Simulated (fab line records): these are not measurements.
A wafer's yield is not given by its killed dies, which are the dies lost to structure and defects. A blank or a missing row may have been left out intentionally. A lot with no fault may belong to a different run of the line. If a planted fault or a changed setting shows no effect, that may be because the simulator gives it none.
2 desks, one fault || flow berkeley-cmos170 || numbers are kept per desk, each desk with only its own; the story behind them comes last

FOR THE TOOL OWNER'S DESK: rie-metal-02
The tool's own readings at UCB170_M3_METAL_ETCH_18 (etches Al in Cl2/BCl3, stops on SiO2, target depth 1170 nm, time 195 s): means of the sampled wafers that have a number, for each lot that ran on this tool. Marked OUT: a lot whose mean sits more than 4 standard deviations from the usual mean, which makes it out of limits; the brackets give that distance.
Columns: A = bias-w at UCB170_M3_METAL_ETCH_18, usual 120.0 W; B = chamber-pressure-mTorr at UCB170_M3_METAL_ETCH_18, usual 11.999 mTorr; C = drypump-motor-current-A at UCB170_M3_METAL_ETCH_18, usual 5.8 A; D = he-backside-leak-sccm at UCB170_M3_METAL_ETCH_18, usual 3.43 sccm; E = oes-product-au at UCB170_M3_METAL_ETCH_18, usual 0.867 a.u.; F = rf-fwd-power-W at UCB170_M3_METAL_ETCH_18, usual 598.3 W; G = throttle-valve-pct at UCB170_M3_METAL_ETCH_18, usual 24.41 %
{"lot": "L773", "first seen here": "day 8 21:47", "A": 120.3, "B": 11.996, "C": 6.0, "D": 3.51, "E": 0.862, "F": 597.3, "G": 24.57}
{"lot": "L780", "first seen here": "day 10 01:40", "A": 119.9, "B": 11.998, "C": 5.7, "D": 3.55, "E": 0.856, "F": 597.4, "G": 24.46}
{"lot": "L778", "first seen here": "day 10 08:36", "A": 120.2, "B": 12.004, "C": 5.7, "D": 3.58, "E": 0.865, "F": 597.6, "G": 24.47}
{"lot": "L786", "first seen here": "day 11 12:34", "A": 120.0, "B": 12.000, "C": 6.0, "D": 3.47, "E": 0.869, "F": 597.2, "G": 24.56}
{"lot": "L787", "first seen here": "day 11 15:48", "A": 120.3, "B": "18.003 (+99 or more) OUT", "C": 6.0, "D": 3.55, "E": 0.880, "F": 596.6, "G": 24.57}
{"lot": "L791", "first seen here": "day 11 19:38", "A": 120.0, "B": "17.999 (+99 or more) OUT", "C": 5.7, "D": 3.47, "E": 0.867, "F": 599.6, "G": 24.46}
This desk finds L787, L791 out of limits, L787 being first, at day 11 15:48 (chamber-pressure-mTorr at UCB170_M3_METAL_ETCH_18). In limits: L773, L780, L778, L786.

THE METROLOGY DESK
Lot by lot, what the gauges showed, no matter which tool ran the lot: averages of those sampled wafers that carry a number. Marked OUT: a lot whose mean sits more than 4 standard deviations from the usual mean, which makes it out of limits; the brackets give that distance.
Columns: A = PLDD_OVL at UCB170_PLDD_OVL_MEAS_07, usual 0 nm; B = M3_OVL at UCB170_M3_OVL_MEAS_16, usual -2 nm
{"lot": "L773", "first seen here": "day 7 10:31", "A": 9, "B": -6}
{"lot": "L774", "first seen here": "day 7 10:50", "A": -0, "B": -7}
{"lot": "L776", "first seen here": "day 7 23:13", "A": 7, "B": -2}
{"lot": "L778", "first seen here": "day 8 11:13", "A": -4, "B": -1}
{"lot": "L780", "first seen here": "day 8 11:52", "A": 1, "B": -1}
{"lot": "L779", "first seen here": "day 8 14:41", "A": -1, "B": 4}
{"lot": "L781", "first seen here": "day 9 00:49", "A": -4, "B": 4}
{"lot": "L786", "first seen here": "day 10 01:08", "A": -6, "B": -3}
{"lot": "L788", "first seen here": "day 10 05:21", "A": -3, "B": 2}
{"lot": "L787", "first seen here": "day 10 06:04", "A": -2, "B": -5}
{"lot": "L791", "first seen here": "day 10 06:53", "A": 0, "B": -4}
{"lot": "L793", "first seen here": "day 11 07:26", "A": 0, "B": -9}
{"lot": "L794", "first seen here": "day 11 07:37", "A": -2, "B": -0}
{"lot": "L795", "first seen here": "day 11 20:58", "A": 1, "B": -1}
This desk's finding: nothing out of limits on any of the 14 lots.

TAKEN TOGETHER
The tool owner's desk could have raised an alarm at day 11 15:48, on L787, L791.
Metrology desk: nothing out of limits seen.
The metrology desk has L787, L791 on record, within its limits.
Every lot named ran UCB170_M3_METAL_ETCH_18 on rie-metal-02.

WHAT THE SIMULATOR PUT IN
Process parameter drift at UCB170_M3_METAL_ETCH_18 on rie-metal-02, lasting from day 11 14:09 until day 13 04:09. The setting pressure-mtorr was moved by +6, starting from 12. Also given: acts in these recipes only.
Shown lots that were struck: L787, L791.
How many hours passed from the start of the fault until each desk's first out-of-limits reading: the tool owner's desk, 2.
